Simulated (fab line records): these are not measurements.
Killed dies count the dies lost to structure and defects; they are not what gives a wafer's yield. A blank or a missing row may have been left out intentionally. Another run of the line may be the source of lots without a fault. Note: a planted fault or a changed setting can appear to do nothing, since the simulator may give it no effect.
A single fault, viewed from 2 desks	flow berkeleyCmos170	only its own numbers are on each desk; what lay behind them is given at the end

TOOL OWNER'S DESK, pvdSputter-01
The tool's own readings at UCB170_M2_SPUTTER_01 (material Al, target thk 900 nm, time 120 s): means of the sampled wafers that have a number, for each lot that ran on this tool. The brackets show how far a lot's mean lies from the usual mean; more than 4 standard deviations puts the lot out of limits, marked OUT.
Columns: A = throttleValvePct at UCB170_M2_SPUTTER_01, usual 29.7 %
lot	first seen here	A
L875	day 8 20:20	28.8
L878	day 9 10:03	29.0
L880	day 9 23:40	29.6
L881	day 10 09:59	28.6
Finding of this desk: none of the 4 lots has anything out of limits.

FROM THE METROLOGY DESK
Lot by lot, what the gauges showed, no matter which tool ran the lot: averages of those sampled wafers that carry a number. The brackets show how far a lot's mean lies from the usual mean; more than 4 standard deviations puts the lot out of limits, marked OUT.
Columns: A = cdNm at UCB170_CONTACT_CD_MEAS_90, usual 699.9 nm; B = cdNm at UCB170_V1_CD_MEAS_12, usual 700.1 nm; C = M2_AL_RS at UCB170_M2_RS_MEAS_02, usual 0.0322 ohm/sq; D = M2_AL_THK at UCB170_M2_THK_MEAS_03, usual 892 nm
lot	first seen here	A	B	C	D
L874	day 8 03:56	698.8	701.0	0.0318	897
L875	day 8 14:06	701.0	698.7	0.0321	891
L876	day 9 01:48	698.5	697.7	0.0324	880
L878	day 9 02:46	700.8	699.3	0.0318	903
L880	day 9 15:55	698.8	699.7	0.0471 (+47) OUT	697 (-21) OUT
L881	day 10 00:49	700.5	699.9	0.0463 (+44) OUT	696 (-21) OUT
L883	day 10 23:20	701.3	697.9	0.0322	900
L888	day 11 01:40	698.5	703.5	0.0323	890
L885	day 11 08:05	698.8	700.8	0.0319	906
L890	day 12 07:51	700.6	699.3	0.0324	887
L891	day 12 08:11	699.0	700.1	0.0324	888
L889	day 12 08:13	702.0	702.1	0.0325	885
L894	day 12 11:35	700.4	700.6	0.0323	890
L895	day 12 21:05	698.7	698.2	0.0320	899
This desk's finding: out of limits on L880, L881; first on L880, day 9 23:45 (M2_AL_RS at UCB170_M2_RS_MEAS_02). In limits: L874, L875, L876, L878, L883, L888, L885, L890, L891, L889, L894, L895.

ALL TOGETHER
L880, L881 would have let the metrology desk raise an alarm at day 9 23:45.
The desk of the tool owner found nothing out of limits.
The tool owner's desk has L880, L881 on record, within its limits.
On pvdSputter-01, each named lot ran UCB170_M2_SPUTTER_01.

WHAT THE SIMULATOR PUT IN
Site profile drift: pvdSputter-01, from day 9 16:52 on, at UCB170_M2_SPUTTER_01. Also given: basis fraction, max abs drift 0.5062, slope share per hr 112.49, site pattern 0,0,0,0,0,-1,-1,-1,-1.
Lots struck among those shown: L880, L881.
Delay in hours, fault start to first out-of-limits reading, per desk: metrology desk 7.
